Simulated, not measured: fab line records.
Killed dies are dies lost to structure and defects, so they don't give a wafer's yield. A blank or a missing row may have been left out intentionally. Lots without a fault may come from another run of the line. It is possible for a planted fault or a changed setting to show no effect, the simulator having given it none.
Split-lot trial -- flow rit_cmos -- 23 wafers read from 5 lots, route of 202 steps

== THE SPLIT ITSELF ==
At RIT_PRETRO_COAT_01 (resist thk 1300 nm), the setting spin_rpm was moved away from the recipe's 2000 rpm on 10 of the 23 wafers read, by -4.0% to +2.4%. This setting was run at the recipe's value on the other wafers.

== FROM THE SPLIT TO THE READING: what the file shows between them, 3 steps ==
- RIT_PRETRO_SOFTBAKE_02: time 60 s
- RIT_PRETRO_EXPOSE_03: exposes mask M5, target cd 43700 nm
- RIT_PRETRO_DEVELOP_05: develop time 68 s

== THE READING ==
NOVOLAK_of_PRETRO_COAT_01.thk_nm (the simulator's own value, which no gauge read), in nm, at RIT_PRETRO_HARDBAKE_07 (time 120 s). No usual value for it is given in the file. The 13 wafers here that ran the recipe average 1138 nm, standard deviation 1.9 nm.

wafer,"tool, chamber at the split","spin_rpm as run, rpm",against the recipe,"NOVOLAK_of_PRETRO_COAT_01.thk_nm, nm",against lot-mates on the recipe
L074.1,"litho_track-01, 0",2000,recipe,1137,-
L074.4,"litho_track-01, 0",2000,recipe,1137,-
L074.5,"litho_track-01, 0",2000,recipe,1137,-
L074.2,"litho_track-01, 0",2039,+2.0%,1127,-10
L074.3,"litho_track-01, 0",2039,+2.0%,1121,-16
L075.1,"litho_track-01, 0",1919,-4.0%,1161,+22
L075.3,"litho_track-01, 0",1919,-4.0%,1162,+24
L075.4,"litho_track-01, 0",2000,recipe,1138,-
L075.5,"litho_track-01, 0",1919,-4.0%,1163,+24
L075.6,"litho_track-01, 0",2000,recipe,1139,-
L076.1,"litho_track-01, 0",2000,recipe,1139,-
L076.5,"litho_track-01, 0",2000,recipe,1139,-
L076.3,"litho_track-01, 0",2000,recipe,1137,-
L082.1,"litho_track-03, 0",2047,+2.4%,1129,-12
L082.3,"litho_track-03, 0",2000,recipe,1140,-
L082.4,"litho_track-03, 0",2047,+2.4%,1126,-14
L082.5,"litho_track-03, 0",2047,+2.4%,1126,-14
L082.6,"litho_track-03, 0",2000,recipe,1141,-
L084.2,"litho_track-03, 0",2000,recipe,1136,-
L084.3,"litho_track-03, 0",2000,recipe,1134,-
L084.4,"litho_track-03, 0",2000,recipe,1135,-
L084.5,"litho_track-03, 0",2039,+2.0%,1123,-12
L084.6,"litho_track-03, 0",2039,+2.0%,1120,-15

THE FIT
A straight line over all 23 wafers: NOVOLAK_of_PRETRO_COAT_01.thk_nm changes by -6.01 nm for each +1% of spin_rpm; r = -0.97; the points scatter about the line by 2.8 nm.
The same after taking each lot's own level away (the mean of its wafers on the recipe; 23 wafers): -5.97 nm for each +1%; r = -0.99; scatter 1.5 nm.
That fit puts the effect of the largest move of spin_rpm on the reading at 24 nm.
Measured against the standard deviation above, the lots' own levels, which go from 1135.0 to 1140.5 nm, span 2.9 times it.
The two slopes are in agreement: the lot-to-lot level therefore moves the slope only a little.
Check: for one of the wafers moved furthest among these (-4.0%), held out of the fit, the line's prediction against its lot-mates is +24.3 nm. Against them it came out at +22.5 nm.

== ADDITIONAL SPLITS CARRIED BY THESE WAFERS ==
Other splits were also applied to these wafers ahead of the reading. Each is held against what the fit with the lots' levels taken away leaves over:
other split on the same wafers,wafers away from the commonest value,r with NOVOLAK_of_PRETRO_COAT_01.thk_nm (lot level and that fit taken away)
RIT_ACTIVE_CVD_03 pressure_mtorr,18,-0.03
RIT_ACTIVE_COAT_06 spin_rpm,7,-0.28
RIT_NRETRO_IMPLANT_08 energy_kev,8,-0.25

== THE WHOLE CHAIN: every reading that the file lists as answering this split, in the file's order ==
step,what it does,reading,change (the file's fit),r (the file's)
RIT_PRETRO_COAT_01,resist thk 1300 nm,"NOVOLAK_of_PRETRO_COAT_01.thk_nm (the simulator's own value, which no gauge read)",-6.99 nm for each +1% of the setting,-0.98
RIT_PRETRO_HARDBAKE_07,time 120 s,"NOVOLAK_of_PRETRO_COAT_01.thk_nm (the simulator's own value, which no gauge read)",-6.01 nm for each +1% of the setting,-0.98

== THE FILE'S OWN FIT ==
NOVOLAK_of_PRETRO_COAT_01.thk_nm changes by -6.01 nm for each +1% of spin_rpm, r = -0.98.
